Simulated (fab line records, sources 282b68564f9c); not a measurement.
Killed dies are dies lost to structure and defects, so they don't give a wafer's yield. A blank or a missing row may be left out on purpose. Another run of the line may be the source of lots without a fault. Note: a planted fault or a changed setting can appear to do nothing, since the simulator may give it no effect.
Split-lot experiment / flow rit-cmos / route with 202 steps; 5 lots, 23 wafers read

== ABOUT THE SPLIT ==
At RIT_NSD_COAT_01 (resist thk 1000 nm), the setting spin-rpm was moved away from the recipe's 3250 rpm on 11 of the 23 wafers read, by -4.6% to +7.5%. For the rest of the wafers, this setting stayed at what the recipe calls for.

== FROM THE SPLIT TO THE READING: what the file shows between them, 3 steps ==
- RIT_NSD_SOFTBAKE_02: time 60 s
- RIT_NSD_EXPOSE_03: exposes mask M9, target cd 40700 nm
- RIT_NSD_DEVELOP_05: develop time 50 s

== THE READING ==
NOVOLAK_of_NSD_COAT_01.thk-nm (the simulator's own value, which no gauge read), in nm, at RIT_NSD_HARDBAKE_07 (time 60 s). The file does not state a usual value for it. Average 883.2 nm, standard deviation 4.1 nm, over the 12 wafers here run with the recipe.

wafer=L075.1; tool, chamber at the split=litho-track-01, 0; spin-rpm as run, rpm=3426; against the recipe=+5.4%; NOVOLAK_of_NSD_COAT_01.thk-nm, nm=856.9; against lot-mates on the recipe=-23.6
wafer=L075.6; tool, chamber at the split=litho-track-01, 0; spin-rpm as run, rpm=3426; against the recipe=+5.4%; NOVOLAK_of_NSD_COAT_01.thk-nm, nm=856.9; against lot-mates on the recipe=-23.6
wafer=L075.2; tool, chamber at the split=litho-track-01, 0; spin-rpm as run, rpm=3250; against the recipe=recipe; NOVOLAK_of_NSD_COAT_01.thk-nm, nm=879.6; against lot-mates on the recipe=-
wafer=L075.3; tool, chamber at the split=litho-track-01, 0; spin-rpm as run, rpm=3426; against the recipe=+5.4%; NOVOLAK_of_NSD_COAT_01.thk-nm, nm=856.5; against lot-mates on the recipe=-24.0
wafer=L075.5; tool, chamber at the split=litho-track-01, 0; spin-rpm as run, rpm=3250; against the recipe=recipe; NOVOLAK_of_NSD_COAT_01.thk-nm, nm=881.4; against lot-mates on the recipe=-
wafer=L078.1; tool, chamber at the split=litho-track-01, 0; spin-rpm as run, rpm=3494; against the recipe=+7.5%; NOVOLAK_of_NSD_COAT_01.thk-nm, nm=855.8; against lot-mates on the recipe=-32.6
wafer=L078.2; tool, chamber at the split=litho-track-01, 0; spin-rpm as run, rpm=3250; against the recipe=recipe; NOVOLAK_of_NSD_COAT_01.thk-nm, nm=886.1; against lot-mates on the recipe=-
wafer=L078.4; tool, chamber at the split=litho-track-01, 0; spin-rpm as run, rpm=3250; against the recipe=recipe; NOVOLAK_of_NSD_COAT_01.thk-nm, nm=890.6; against lot-mates on the recipe=-
wafer=L078.5; tool, chamber at the split=litho-track-01, 0; spin-rpm as run, rpm=3494; against the recipe=+7.5%; NOVOLAK_of_NSD_COAT_01.thk-nm, nm=860; against lot-mates on the recipe=-28.4
wafer=L078.6; tool, chamber at the split=litho-track-01, 0; spin-rpm as run, rpm=3494; against the recipe=+7.5%; NOVOLAK_of_NSD_COAT_01.thk-nm, nm=856.5; against lot-mates on the recipe=-31.9
wafer=L081.2; tool, chamber at the split=litho-track-04, 0; spin-rpm as run, rpm=3359; against the recipe=+3.4%; NOVOLAK_of_NSD_COAT_01.thk-nm, nm=873.3; against lot-mates on the recipe=-14.8
wafer=L081.3; tool, chamber at the split=litho-track-04, 0; spin-rpm as run, rpm=3359; against the recipe=+3.4%; NOVOLAK_of_NSD_COAT_01.thk-nm, nm=875.3; against lot-mates on the recipe=-12.8
wafer=L081.4; tool, chamber at the split=litho-track-04, 0; spin-rpm as run, rpm=3250; against the recipe=recipe; NOVOLAK_of_NSD_COAT_01.thk-nm, nm=887.5; against lot-mates on the recipe=-
wafer=L081.5; tool, chamber at the split=litho-track-04, 0; spin-rpm as run, rpm=3359; against the recipe=+3.4%; NOVOLAK_of_NSD_COAT_01.thk-nm, nm=873.2; against lot-mates on the recipe=-14.9
wafer=L081.6; tool, chamber at the split=litho-track-04, 0; spin-rpm as run, rpm=3250; against the recipe=recipe; NOVOLAK_of_NSD_COAT_01.thk-nm, nm=888.7; against lot-mates on the recipe=-
wafer=L084.2; tool, chamber at the split=litho-track-01, 0; spin-rpm as run, rpm=3250; against the recipe=recipe; NOVOLAK_of_NSD_COAT_01.thk-nm, nm=880.5; against lot-mates on the recipe=-
wafer=L084.3; tool, chamber at the split=litho-track-01, 0; spin-rpm as run, rpm=3250; against the recipe=recipe; NOVOLAK_of_NSD_COAT_01.thk-nm, nm=877.5; against lot-mates on the recipe=-
wafer=L084.5; tool, chamber at the split=litho-track-01, 0; spin-rpm as run, rpm=3250; against the recipe=recipe; NOVOLAK_of_NSD_COAT_01.thk-nm, nm=877.7; against lot-mates on the recipe=-
wafer=L085.1; tool, chamber at the split=litho-track-04, 0; spin-rpm as run, rpm=3102; against the recipe=-4.6%; NOVOLAK_of_NSD_COAT_01.thk-nm, nm=901.8; against lot-mates on the recipe=+18.7
wafer=L085.2; tool, chamber at the split=litho-track-04, 0; spin-rpm as run, rpm=3250; against the recipe=recipe; NOVOLAK_of_NSD_COAT_01.thk-nm, nm=883.7; against lot-mates on the recipe=-
wafer=L085.3; tool, chamber at the split=litho-track-04, 0; spin-rpm as run, rpm=3250; against the recipe=recipe; NOVOLAK_of_NSD_COAT_01.thk-nm, nm=882.6; against lot-mates on the recipe=-
wafer=L085.5; tool, chamber at the split=litho-track-04, 0; spin-rpm as run, rpm=3102; against the recipe=-4.6%; NOVOLAK_of_NSD_COAT_01.thk-nm, nm=905; against lot-mates on the recipe=+21.9
wafer=L085.6; tool, chamber at the split=litho-track-04, 0; spin-rpm as run, rpm=3250; against the recipe=recipe; NOVOLAK_of_NSD_COAT_01.thk-nm, nm=883; against lot-mates on the recipe=-

THE FIT
A straight line over all 23 wafers: NOVOLAK_of_NSD_COAT_01.thk-nm changes by -3.94 nm for each +1% of spin-rpm; r = -0.96; the points scatter about the line by 4.3 nm.
The same after taking each lot's own level away (the mean of its wafers on the recipe; 23 wafers): -4.26 nm for each +1%; r = -1.00; scatter 1.4 nm.
On that fit, the largest move of spin-rpm shifts the reading by 32 nm.
The lots' own levels span 878.57 to 888.35 nm, that is 2.4 times the standard deviation above.
Consequently the slope shifts little with the lot-to-lot level, the two slopes agreeing.
Check: with one of the wafers moved furthest among these (+7.5%) left out of the fit, the line predicts -31.7 nm for it against its lot-mates. It came out at -32.6 nm against them.

== ADDITIONAL SPLITS CARRIED BY THESE WAFERS ==
These wafers also went through other splits before the reading. Each is held against what the fit with the lots' levels taken away leaves over:
other split on the same wafers=RIT_PLDD_COAT_01 resist-thk-nm; wafers away from the commonest value=6; r with NOVOLAK_of_NSD_COAT_01.thk-nm (lot level and that fit taken away)=-0.43
other split on the same wafers=RIT_SPACER_CVD_03 sih2cl2-flow-sccm; wafers away from the commonest value=15; r with NOVOLAK_of_NSD_COAT_01.thk-nm (lot level and that fit taken away)=-0.24

== THE WHOLE CHAIN: every reading that the file lists as answering this split, in the file's order ==
step=RIT_NSD_COAT_01; what it does=resist thk 1000 nm; reading=NOVOLAK_of_NSD_COAT_01.thk-nm (the simulator's own value, which no gauge read); change (the file's fit)=-4.86 nm for each +1% of the setting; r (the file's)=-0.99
step=RIT_NSD_HARDBAKE_07; what it does=time 60 s; reading=NOVOLAK_of_NSD_COAT_01.thk-nm (the simulator's own value, which no gauge read); change (the file's fit)=-4.25 nm for each +1% of the setting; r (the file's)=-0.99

== FILE'S OWN FIT ==
NOVOLAK_of_NSD_COAT_01.thk-nm changes by -4.25 nm for each +1% of spin-rpm, r = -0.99.
